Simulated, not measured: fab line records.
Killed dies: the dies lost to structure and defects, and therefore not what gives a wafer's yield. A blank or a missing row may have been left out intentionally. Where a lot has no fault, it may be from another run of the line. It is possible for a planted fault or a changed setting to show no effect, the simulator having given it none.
Which tool did it? || flow berkeley_cmos170 || 16 lots, 48 wafers sampled, at 5 steps of a route of 331

## WHAT THE GAUGES SHOWED, per wafer
UCB170_PLDD_TW_MEAS_11. Usual: PLDD_TW gives 1016 (standard deviation 6.7).
{"lot": "L618", "measured": "day 7 15:37", "on": "film_metro-02", "PLDD_TW": "1016 1010 1013", "flag": ""}
{"lot": "L622", "measured": "day 8 03:43", "on": "film_metro-02", "PLDD_TW": "1013 1014 1012", "flag": ""}
{"lot": "L621", "measured": "day 8 04:27", "on": "film_metro-04", "PLDD_TW": "1003 1002 1002", "flag": ""}
{"lot": "L619", "measured": "day 8 04:28", "on": "film_metro-01", "PLDD_TW": "1026 1021 1018", "flag": ""}
{"lot": "L624", "measured": "day 8 21:17", "on": "film_metro-01", "PLDD_TW": "1023 1019 1024", "flag": ""}
{"lot": "L623", "measured": "day 8 21:34", "on": "film_metro-01", "PLDD_TW": "1017 1017 1016", "flag": ""}
{"lot": "L626", "measured": "day 9 03:33", "on": "film_metro-04", "PLDD_TW": "1011 1006 1011", "flag": ""}
{"lot": "L625", "measured": "day 9 03:50", "on": "film_metro-01", "PLDD_TW": "1018 1022 1020", "flag": ""}
{"lot": "L627", "measured": "day 9 13:55", "on": "film_metro-04", "PLDD_TW": "1009 1017 1011", "flag": ""}
{"lot": "L630", "measured": "day 10 00:24", "on": "film_metro-01", "PLDD_TW": "1022 1024 1021", "flag": ""}
{"lot": "L628", "measured": "day 10 00:33", "on": "film_metro-04", "PLDD_TW": "1008 1009 1011", "flag": ""}
{"lot": "L629", "measured": "day 10 00:49", "on": "film_metro-02", "PLDD_TW": "1012 1012 1017", "flag": ""}
{"lot": "L631", "measured": "day 10 13:48", "on": "film_metro-04", "PLDD_TW": "1014 1013 1009", "flag": ""}
{"lot": "L634", "measured": "day 11 01:23", "on": "film_metro-01", "PLDD_TW": "1022 1024 1021", "flag": ""}
{"lot": "L638", "measured": "day 11 18:37", "on": "film_metro-02", "PLDD_TW": "1011 1015 1013", "flag": ""}
{"lot": "L640", "measured": "day 11 22:11", "on": "film_metro-02", "PLDD_TW": "1010 1015 1016", "flag": ""}

UCB170_NLDD_OVL_MEAS_07. Usual: NLDD_OVL gives 4 nm (standard deviation 7.5).
{"lot": "L618", "measured": "day 7 17:06", "on": "overlay-01", "NLDD_OVL (nm)": "7 6 12", "flag": ""}
{"lot": "L622", "measured": "day 8 05:02", "on": "overlay-01", "NLDD_OVL (nm)": "-7 8 6", "flag": ""}
{"lot": "L621", "measured": "day 8 06:14", "on": "overlay-01", "NLDD_OVL (nm)": "9 -1 11", "flag": ""}
{"lot": "L619", "measured": "day 8 06:18", "on": "overlay-02", "NLDD_OVL (nm)": "-2 0 -4", "flag": ""}
{"lot": "L624", "measured": "day 9 00:26", "on": "overlay-01", "NLDD_OVL (nm)": "1 -1 6", "flag": ""}
{"lot": "L623", "measured": "day 9 00:35", "on": "overlay-02", "NLDD_OVL (nm)": "4 5 -7", "flag": ""}
{"lot": "L626", "measured": "day 9 05:48", "on": "overlay-02", "NLDD_OVL (nm)": "267 251 255", "flag": "OFF"}
{"lot": "L625", "measured": "day 9 05:59", "on": "overlay-01", "NLDD_OVL (nm)": "3 -1 8", "flag": ""}
{"lot": "L627", "measured": "day 9 15:29", "on": "overlay-02", "NLDD_OVL (nm)": "16 15 13", "flag": ""}
{"lot": "L630", "measured": "day 10 02:23", "on": "overlay-01", "NLDD_OVL (nm)": "256 264 272", "flag": "OFF"}
{"lot": "L628", "measured": "day 10 02:29", "on": "overlay-02", "NLDD_OVL (nm)": "270 269 278", "flag": "OFF"}
{"lot": "L629", "measured": "day 10 02:40", "on": "overlay-02", "NLDD_OVL (nm)": "260 249 273", "flag": "OFF"}
{"lot": "L631", "measured": "day 10 15:14", "on": "overlay-02", "NLDD_OVL (nm)": "17 8 14", "flag": ""}
{"lot": "L634", "measured": "day 11 02:43", "on": "overlay-01", "NLDD_OVL (nm)": "18 11 15", "flag": ""}
{"lot": "L638", "measured": "day 11 20:20", "on": "overlay-01", "NLDD_OVL (nm)": "13 6 4", "flag": ""}
{"lot": "L640", "measured": "day 11 23:58", "on": "overlay-02", "NLDD_OVL (nm)": "-3 -5 -3", "flag": ""}

UCB170_NSD_OVL_MEAS_07. Usual: NSD_OVL gives -1 nm (standard deviation 4.8).
{"lot": "L618", "measured": "day 8 00:02", "on": "overlay-02", "NSD_OVL (nm)": "-2 -1 0", "flag": ""}
{"lot": "L622", "measured": "day 8 17:47", "on": "overlay-01", "NSD_OVL (nm)": "2 1 6", "flag": ""}
{"lot": "L621", "measured": "day 8 18:12", "on": "overlay-01", "NSD_OVL (nm)": "1 4 1", "flag": ""}
{"lot": "L619", "measured": "day 8 18:32", "on": "overlay-01", "NSD_OVL (nm)": "3 0 -9", "flag": ""}
{"lot": "L624", "measured": "day 9 12:28", "on": "overlay-02", "NSD_OVL (nm)": "-11 -7 -4", "flag": ""}
{"lot": "L623", "measured": "day 9 13:11", "on": "overlay-01", "NSD_OVL (nm)": "-2 -8 -6", "flag": ""}
{"lot": "L626", "measured": "day 9 19:17", "on": "overlay-01", "NSD_OVL (nm)": "-3 -3 -8", "flag": ""}
{"lot": "L625", "measured": "day 9 19:34", "on": "overlay-01", "NSD_OVL (nm)": "2 -5 -7", "flag": ""}
{"lot": "L627", "measured": "day 10 00:40", "on": "overlay-02", "NSD_OVL (nm)": "7 2 7", "flag": ""}
{"lot": "L630", "measured": "day 10 12:38", "on": "overlay-02", "NSD_OVL (nm)": "6 4 6", "flag": ""}
{"lot": "L628", "measured": "day 10 13:16", "on": "overlay-02", "NSD_OVL (nm)": "5 9 -4", "flag": ""}
{"lot": "L629", "measured": "day 10 12:59", "on": "overlay-02", "NSD_OVL (nm)": "-5 0 -3", "flag": ""}
{"lot": "L631", "measured": "day 10 23:25", "on": "overlay-02", "NSD_OVL (nm)": "-9 -3 -6", "flag": ""}
{"lot": "L634", "measured": "day 11 15:43", "on": "overlay-02", "NSD_OVL (nm)": "-4 -4 0", "flag": ""}
{"lot": "L638", "measured": "day 12 09:07", "on": "overlay-02", "NSD_OVL (nm)": "2 -2 3", "flag": ""}
{"lot": "L640", "measured": "day 12 10:57", "on": "overlay-01", "NSD_OVL (nm)": "-1 5 3", "flag": ""}

UCB170_NSD_TW_MEAS_10. Usual: NSD_TW gives 4187 (standard deviation 26).
{"lot": "L618", "measured": "day 8 00:19", "on": "film_metro-01", "NSD_TW": "4222 4220 4221", "flag": ""}
{"lot": "L622", "measured": "day 8 18:04", "on": "film_metro-02", "NSD_TW": "4228 4206 4181", "flag": ""}
{"lot": "L621", "measured": "day 8 18:30", "on": "film_metro-04", "NSD_TW": "4168 4158 4160", "flag": ""}
{"lot": "L619", "measured": "day 8 18:49", "on": "film_metro-04", "NSD_TW": "4136 4174 4163", "flag": ""}
{"lot": "L624", "measured": "day 9 12:46", "on": "film_metro-01", "NSD_TW": "4208 4228 4213", "flag": ""}
{"lot": "L623", "measured": "day 9 13:29", "on": "film_metro-04", "NSD_TW": "4173 4164 4177", "flag": ""}
{"lot": "L626", "measured": "day 9 19:35", "on": "film_metro-04", "NSD_TW": "4185 4167 4174", "flag": ""}
{"lot": "L625", "measured": "day 9 19:52", "on": "film_metro-04", "NSD_TW": "4161 4168 4164", "flag": ""}
{"lot": "L627", "measured": "day 10 00:58", "on": "film_metro-04", "NSD_TW": "4183 4166 4185", "flag": ""}
{"lot": "L630", "measured": "day 10 12:55", "on": "film_metro-02", "NSD_TW": "4187 4196 4199", "flag": ""}
{"lot": "L628", "measured": "day 10 13:33", "on": "film_metro-01", "NSD_TW": "4232 4214 4238", "flag": ""}
{"lot": "L629", "measured": "day 10 13:17", "on": "film_metro-02", "NSD_TW": "4180 4172 4168", "flag": ""}
{"lot": "L631", "measured": "day 10 23:42", "on": "film_metro-04", "NSD_TW": "4178 4180 4200", "flag": ""}
{"lot": "L634", "measured": "day 11 16:01", "on": "film_metro-04", "NSD_TW": "4146 4155 4154", "flag": ""}
{"lot": "L638", "measured": "day 12 09:24", "on": "film_metro-02", "NSD_TW": "4200 4208 4175", "flag": ""}
{"lot": "L640", "measured": "day 12 11:14", "on": "film_metro-01", "NSD_TW": "4224 4220 4235", "flag": ""}

## TOOL THAT RAN EACH LOT (tool first, then ch and the chambers of the sampled wafers, then the start)
{"lot": "L618", "UCB170_NLDD_EXPOSE_03": "krf_scanner-02 ch 0, day 7 16:35"}
{"lot": "L622", "UCB170_NLDD_EXPOSE_03": "krf_scanner-02 ch 0, day 8 04:32"}
{"lot": "L621", "UCB170_NLDD_EXPOSE_03": "krf_scanner-01 ch 0, day 8 05:32"}
{"lot": "L619", "UCB170_NLDD_EXPOSE_03": "krf_scanner-01 ch 0, day 8 05:37"}
{"lot": "L624", "UCB170_NLDD_EXPOSE_03": "krf_scanner-02 ch 0, day 8 23:44"}
{"lot": "L623", "UCB170_NLDD_EXPOSE_03": "krf_scanner-02 ch 0, day 8 23:50"}
{"lot": "L626", "UCB170_NLDD_EXPOSE_03": "krf_scanner-02 ch 0, day 9 04:55"}
{"lot": "L625", "UCB170_NLDD_EXPOSE_03": "krf_scanner-01 ch 0, day 9 05:29"}
{"lot": "L627", "UCB170_NLDD_EXPOSE_03": "krf_scanner-01 ch 0, day 9 14:59"}
{"lot": "L630", "UCB170_NLDD_EXPOSE_03": "krf_scanner-02 ch 0, day 10 01:20"}
{"lot": "L628", "UCB170_NLDD_EXPOSE_03": "krf_scanner-02 ch 0, day 10 01:32"}
{"lot": "L629", "UCB170_NLDD_EXPOSE_03": "krf_scanner-02 ch 0, day 10 01:39"}
{"lot": "L631", "UCB170_NLDD_EXPOSE_03": "krf_scanner-01 ch 0, day 10 14:44"}
{"lot": "L634", "UCB170_NLDD_EXPOSE_03": "krf_scanner-01 ch 0, day 11 02:15"}
{"lot": "L638", "UCB170_NLDD_EXPOSE_03": "krf_scanner-01 ch 0, day 11 19:26"}
{"lot": "L640", "UCB170_NLDD_EXPOSE_03": "krf_scanner-01 ch 0, day 11 23:13"}
- UCB170_NLDD_EXPOSE_03: exposes mask NSELECT, target cd 1200 nm.

## WHAT THE TOOLS THEMSELVES READ (means of the sampled wafers that have a number; where no wafer has one, the mark that the record gives instead)
UCB170_NLDD_EXPOSE_03. Usual: exposure_dose_mJ_cm2 30.00, standard deviation 0.031; reticle_temp_C 23.00 C, standard deviation 0.11.
{"lot": "L618", "tool": "krf_scanner-02", "exposure_dose_mJ_cm2": 29.98, "reticle_temp_C (C)": 22.94, "flag": ""}
{"lot": "L622", "tool": "krf_scanner-02", "exposure_dose_mJ_cm2": 29.96, "reticle_temp_C (C)": 23.03, "flag": ""}
{"lot": "L621", "tool": "krf_scanner-01", "exposure_dose_mJ_cm2": 29.99, "reticle_temp_C (C)": 22.88, "flag": ""}
{"lot": "L619", "tool": "krf_scanner-01", "exposure_dose_mJ_cm2": 30.00, "reticle_temp_C (C)": 23.01, "flag": ""}
{"lot": "L624", "tool": "krf_scanner-02", "exposure_dose_mJ_cm2": 30.02, "reticle_temp_C (C)": 23.17, "flag": ""}
{"lot": "L623", "tool": "krf_scanner-02", "exposure_dose_mJ_cm2": 30.00, "reticle_temp_C (C)": 23.09, "flag": ""}
{"lot": "L626", "tool": "krf_scanner-02", "exposure_dose_mJ_cm2": 30.00, "reticle_temp_C (C)": 23.05, "flag": ""}
{"lot": "L625", "tool": "krf_scanner-01", "exposure_dose_mJ_cm2": 30.03, "reticle_temp_C (C)": 23.06, "flag": ""}
{"lot": "L627", "tool": "krf_scanner-01", "exposure_dose_mJ_cm2": 30.00, "reticle_temp_C (C)": 22.93, "flag": ""}
{"lot": "L630", "tool": "krf_scanner-02", "exposure_dose_mJ_cm2": 30.00, "reticle_temp_C (C)": 23.08, "flag": ""}
{"lot": "L628", "tool": "krf_scanner-02", "exposure_dose_mJ_cm2": 30.00, "reticle_temp_C (C)": 22.89, "flag": ""}
{"lot": "L629", "tool": "krf_scanner-02", "exposure_dose_mJ_cm2": 29.98, "reticle_temp_C (C)": 23.00, "flag": ""}
{"lot": "L631", "tool": "krf_scanner-01", "exposure_dose_mJ_cm2": 30.03, "reticle_temp_C (C)": 22.90, "flag": ""}
{"lot": "L634", "tool": "krf_scanner-01", "exposure_dose_mJ_cm2": 30.05, "reticle_temp_C (C)": 23.01, "flag": ""}
{"lot": "L638", "tool": "krf_scanner-01", "exposure_dose_mJ_cm2": 29.99, "reticle_temp_C (C)": 23.02, "flag": ""}
{"lot": "L640", "tool": "krf_scanner-01", "exposure_dose_mJ_cm2": 30.01, "reticle_temp_C (C)": 22.90, "flag": ""}

## THE ANSWER, worked out from the rows above alone
Rule: a lot is off if the mean of its wafers that have a number lies more than 3 standard deviations from the usual mean. Also off: a lot with no number at a reading for which 4 or more lots have one. The other lots that the step has rows for count as sound. First the gauges in route order, then the tools' own readings, where a lot's mean is used as printed above. At the first step where some lot is off, the reading lying furthest off is the one used; lots without a number count as furthest.
Off: at UCB170_NLDD_OVL_MEAS_07 (NLDD_OVL), L626, L630, L628, L629.
If a tool, at a process step before that reading, ran all the lots that are off and no sound lot after the first of them, it fits. Gauges at UCB170_NLDD_OVL_MEAS_07: tried the same way as those tools. One fits: krf_scanner-02 at UCB170_NLDD_EXPOSE_03. Its last sound lot is L623 (day 8 23:50), its first lot that is off L626 (day 9 04:55): a fault that began between those two fits.

## WHAT THE SIMULATOR HAD PUT IN
Scanner matching overlay: krf_scanner-02, from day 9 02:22 on, at UCB170_NLDD_EXPOSE_03. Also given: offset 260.
Shown lots that were struck: L626, L630, L628, L629. The rule given above showed the same thing.
